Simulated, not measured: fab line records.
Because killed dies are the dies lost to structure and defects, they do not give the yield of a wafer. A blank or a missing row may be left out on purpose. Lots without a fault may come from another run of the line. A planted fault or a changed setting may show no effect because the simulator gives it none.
Which of the tools did it? :: flow berkeley_cmos170 :: 13 lots with 39 wafers sampled at 6 steps, on a route of 331 steps

## WHAT THE GAUGES READ, wafer by wafer
UCB170_PFIELD_OVL_MEAS_06.
lot: L953
measured: day 5 02:58
on: overlay-02
PFIELD_OVL (nm): -7 -4 -8

lot: L954
measured: day 5 10:23
on: overlay-02
PFIELD_OVL (nm): 3 1 -1

lot: L955
measured: day 6 00:13
on: overlay-01
PFIELD_OVL (nm): -6 0 -4

lot: L956
measured: day 6 00:14
on: overlay-02
PFIELD_OVL (nm): 3 1 -4

lot: L957
measured: day 6 00:56
on: overlay-01
PFIELD_OVL (nm): -3 0 -7

lot: L958
measured: day 6 09:24
on: overlay-01
PFIELD_OVL (nm): -3 5 2

lot: L961
measured: day 6 16:11
on: overlay-01
PFIELD_OVL (nm): - - -

lot: L968
measured: day 8 11:14
on: overlay-02
PFIELD_OVL (nm): 0 3 -6

lot: L969
measured: day 8 11:31
on: overlay-02
PFIELD_OVL (nm): 3 -3 -1

lot: L970
measured: day 9 01:03
on: overlay-01
PFIELD_OVL (nm): -7 -3 -5

lot: L972
measured: day 9 09:02
on: overlay-02
PFIELD_OVL (nm): 0 6 5

lot: L973
measured: day 9 09:21
on: overlay-01
PFIELD_OVL (nm): -1 -6 7

lot: L974
measured: day 9 19:41
on: overlay-02
PFIELD_OVL (nm): 0 1 0

UCB170_PFIELD_TW_MEAS_09.
lot: L953
measured: day 5 03:16
on: film_metro-04
PFIELD_TW: 607 603 607

lot: L954
measured: day 5 10:41
on: film_metro-02
PFIELD_TW: 589 591 587

lot: L955
measured: day 6 00:30
on: film_metro-02
PFIELD_TW: 590 592 591

lot: L956
measured: day 6 00:32
on: film_metro-04
PFIELD_TW: 606 605 605

lot: L957
measured: day 6 01:14
on: film_metro-02
PFIELD_TW: 594 592 596

lot: L958
measured: day 6 09:41
on: film_metro-04
PFIELD_TW: 606 606 607

lot: L961
measured: day 6 16:28
on: film_metro-02
PFIELD_TW: 29 30 30

lot: L968
measured: day 8 11:32
on: film_metro-03
PFIELD_TW: 604 602 598

lot: L969
measured: day 8 11:48
on: film_metro-04
PFIELD_TW: 607 605 607

lot: L970
measured: day 9 01:21
on: film_metro-02
PFIELD_TW: 591 592 595

lot: L972
measured: day 9 09:20
on: film_metro-04
PFIELD_TW: 605 610 607

lot: L973
measured: day 9 09:39
on: film_metro-02
PFIELD_TW: 594 588 591

lot: L974
measured: day 9 19:59
on: film_metro-04
PFIELD_TW: 606 600 604

UCB170_NLDD_TW_MEAS_11.
lot: L953
measured: day 7 08:23
on: film_metro-04
NLDD_TW: 2233 2220 2232

lot: L954
measured: day 7 19:35
on: film_metro-01
NLDD_TW: 2221 2217 2209

lot: L955
measured: day 8 08:25
on: film_metro-04
NLDD_TW: 2245 2231 2247

lot: L956
measured: day 8 09:07
on: film_metro-03
NLDD_TW: 2215 2212 2214

lot: L957
measured: day 8 08:47
on: film_metro-03
NLDD_TW: 2221 2205 2218

lot: L958
measured: day 8 22:42
on: film_metro-04
NLDD_TW: 2245 2237 2231

lot: L961
measured: day 9 06:50
on: film_metro-04
NLDD_TW: 2234 2238 2225

lot: L968
measured: day 11 10:17
on: film_metro-04
NLDD_TW: 2236 2233 2219

lot: L969
measured: day 11 10:26
on: film_metro-03
NLDD_TW: 2218 2213 2214

lot: L970
measured: day 11 13:07
on: film_metro-01
NLDD_TW: 2217 2220 2205

lot: L972
measured: day 11 18:38
on: film_metro-03
NLDD_TW: 2217 2226 2221

lot: L973
measured: day 11 18:44
on: film_metro-01
NLDD_TW: 2210 2216 2214

lot: L974
measured: day 12 03:03
on: film_metro-04
NLDD_TW: 2219 2217 2230

UCB170_PSD_OVL_MEAS_07.
lot: L953
measured: day 7 14:47
on: overlay-01
PSD_OVL (nm): -8 2 2

lot: L954
measured: day 8 05:16
on: overlay-01
PSD_OVL (nm): 1 15 10

lot: L955
measured: day 8 16:08
on: overlay-02
PSD_OVL (nm): 3 6 1

lot: L956
measured: day 8 16:21
on: overlay-02
PSD_OVL (nm): 0 -4 -2

lot: L957
measured: day 8 16:30
on: overlay-01
PSD_OVL (nm): 4 7 10

lot: L958
measured: day 9 06:12
on: overlay-01
PSD_OVL (nm): -7 -8 -8

lot: L961
measured: day 9 15:08
on: overlay-01
PSD_OVL (nm): 1 -1 2

lot: L968
measured: day 11 18:27
on: overlay-01
PSD_OVL (nm): 1 2 -2

lot: L969
measured: day 11 18:35
on: overlay-02
PSD_OVL (nm): 7 -1 11

lot: L970
measured: day 11 18:44
on: overlay-01
PSD_OVL (nm): 12 10 6

lot: L972
measured: day 12 03:21
on: overlay-01
PSD_OVL (nm): 6 2 -3

lot: L973
measured: day 12 03:19
on: overlay-02
PSD_OVL (nm): -3 3 -6

lot: L974
measured: day 12 11:39
on: overlay-02
PSD_OVL (nm): -8 -3 -8

## TOOL THAT RAN EACH LOT (tool first, then ch and the chambers of the sampled wafers, then the start)
lot: L953
UCB170_PFIELD_EXPOSE_03: krf_scanner-02 ch 0, day 5 02:26
UCB170_PVT_STRIP_08: plasma_asher-04 ch 0,1, day 6 13:58

lot: L954
UCB170_PFIELD_EXPOSE_03: krf_scanner-01 ch 0, day 5 09:52
UCB170_PVT_STRIP_08: plasma_asher-01 ch 0,1, day 6 21:00

lot: L955
UCB170_PFIELD_EXPOSE_03: krf_scanner-02 ch 0, day 5 22:49
UCB170_PVT_STRIP_08: plasma_asher-02 ch 0,1, day 7 10:59

lot: L956
UCB170_PFIELD_EXPOSE_03: krf_scanner-02 ch 0, day 5 22:58
UCB170_PVT_STRIP_08: plasma_asher-01 ch 0,1, day 7 11:07

lot: L957
UCB170_PFIELD_EXPOSE_03: krf_scanner-01 ch 0, day 5 23:47
UCB170_PVT_STRIP_08: plasma_asher-01 ch 0,1, day 7 11:37

lot: L958
UCB170_PFIELD_EXPOSE_03: krf_scanner-01 ch 0, day 6 08:06
UCB170_PVT_STRIP_08: plasma_asher-04 ch 0,1, day 7 23:34

lot: L961
UCB170_PFIELD_EXPOSE_03: krf_scanner-01 ch 0, day 6 15:19
UCB170_PVT_STRIP_08: plasma_asher-01 ch 0,1, day 8 06:29

lot: L968
UCB170_PFIELD_EXPOSE_03: krf_scanner-01 ch 0, day 8 10:42
UCB170_PVT_STRIP_08: plasma_asher-01 ch 0,1, day 10 12:14

lot: L969
UCB170_PFIELD_EXPOSE_03: krf_scanner-01 ch 0, day 8 10:51
UCB170_PVT_STRIP_08: plasma_asher-04 ch 0,1, day 10 11:47

lot: L970
UCB170_PFIELD_EXPOSE_03: krf_scanner-02 ch 0, day 9 00:34
UCB170_PVT_STRIP_08: plasma_asher-02 ch 0,1, day 10 16:23

lot: L972
UCB170_PFIELD_EXPOSE_03: krf_scanner-02 ch 0, day 9 08:39
UCB170_PVT_STRIP_08: plasma_asher-01 ch 0,1, day 11 00:25

lot: L973
UCB170_PFIELD_EXPOSE_03: krf_scanner-02 ch 0, day 9 08:50
UCB170_PVT_STRIP_08: plasma_asher-01 ch 0,1, day 10 23:59

lot: L974
UCB170_PFIELD_EXPOSE_03: krf_scanner-01 ch 0, day 9 19:18
UCB170_PVT_STRIP_08: plasma_asher-04 ch 0,1, day 11 08:44
- UCB170_PFIELD_EXPOSE_03: exposes mask PFIELD, target cd 1500 nm.
- UCB170_PVT_STRIP_08: strips in O2.

## WHAT THE TOOLS THEMSELVES READ (means of the sampled wafers that have a number; where no wafer has one, the mark that the record gives instead)
UCB170_PVT_STRIP_08.
lot: L953
tool: plasma_asher-04
drypump_motor_current_A (A): 5.4
oes_product_au (a.u.): 0.732
strip_time_to_endpoint_s (s): 21.65

lot: L954
tool: plasma_asher-01
drypump_motor_current_A (A): 5.3
oes_product_au (a.u.): 0.732
strip_time_to_endpoint_s (s): 21.62

lot: L955
tool: plasma_asher-02
drypump_motor_current_A (A): 5.4
oes_product_au (a.u.): 0.733
strip_time_to_endpoint_s (s): 21.72

lot: L956
tool: plasma_asher-01
drypump_motor_current_A (A): 5.5
oes_product_au (a.u.): 0.734
strip_time_to_endpoint_s (s): 21.70

lot: L957
tool: plasma_asher-01
drypump_motor_current_A (A): 5.5
oes_product_au (a.u.): 0.736
strip_time_to_endpoint_s (s): 21.45

lot: L958
tool: plasma_asher-04
drypump_motor_current_A (A): 5.7
oes_product_au (a.u.): 0.735
strip_time_to_endpoint_s (s): 21.51

lot: L961
tool: plasma_asher-01
drypump_motor_current_A (A): 5.5
oes_product_au (a.u.): 0.731
strip_time_to_endpoint_s (s): 21.74

lot: L968
tool: plasma_asher-01
drypump_motor_current_A (A): 5.5
oes_product_au (a.u.): 0.735
strip_time_to_endpoint_s (s): 21.59

lot: L969
tool: plasma_asher-04
drypump_motor_current_A (A): 5.7
oes_product_au (a.u.): 0.739
strip_time_to_endpoint_s (s): 21.79

lot: L970
tool: plasma_asher-02
drypump_motor_current_A (A): 5.5
oes_product_au (a.u.): 0.736
strip_time_to_endpoint_s (s): 21.68

lot: L972
tool: plasma_asher-01
drypump_motor_current_A (A): 5.4
oes_product_au (a.u.): 0.735
strip_time_to_endpoint_s (s): 21.55

lot: L973
tool: plasma_asher-01
drypump_motor_current_A (A): 5.5
oes_product_au (a.u.): 0.735
strip_time_to_endpoint_s (s): 21.74

lot: L974
tool: plasma_asher-04
drypump_motor_current_A (A): 5.7
oes_product_au (a.u.): 0.735
strip_time_to_endpoint_s (s): 21.69

## THE ANSWER, worked out from the rows above alone
Rule: usual is defined by the lots themselves. The widest of any qualifying gaps counts: lots, ordered by their means at a reading, are off when they make up no more than a third of the lots, leave a main group of 4 or more, and stand apart from it by 3 or more times the standard deviation of that group's means. A main group whose means are all the same, to the digits that the tables above print for the reading, isn't used. A lot without any number at a reading at which 4 lots or more have one is off too. All remaining lots with rows at the step are treated as sound. The gauges are gone through in route order, then the tools' own readings, and for those a lot's mean is taken as printed above. At the first step where some lot is off, the reading lying furthest off is the one used; lots without a number count as furthest.
Off: L961, at UCB170_PFIELD_OVL_MEAS_06 (PFIELD_OVL). Without a number there: L961. Main group: mean -1 nm, sd 2.7.
A tool fits if, at a process step before that reading, it ran every lot that is off, and no sound lot after the first of them. The gauges at UCB170_PFIELD_OVL_MEAS_06 aren't tried: what is off there is off at UCB170_PFIELD_TW_MEAS_09 too, on other tools, and a gauge's error can't cause that. Of those tried, none fits.

## WHAT THE SIMULATOR HAD PUT IN
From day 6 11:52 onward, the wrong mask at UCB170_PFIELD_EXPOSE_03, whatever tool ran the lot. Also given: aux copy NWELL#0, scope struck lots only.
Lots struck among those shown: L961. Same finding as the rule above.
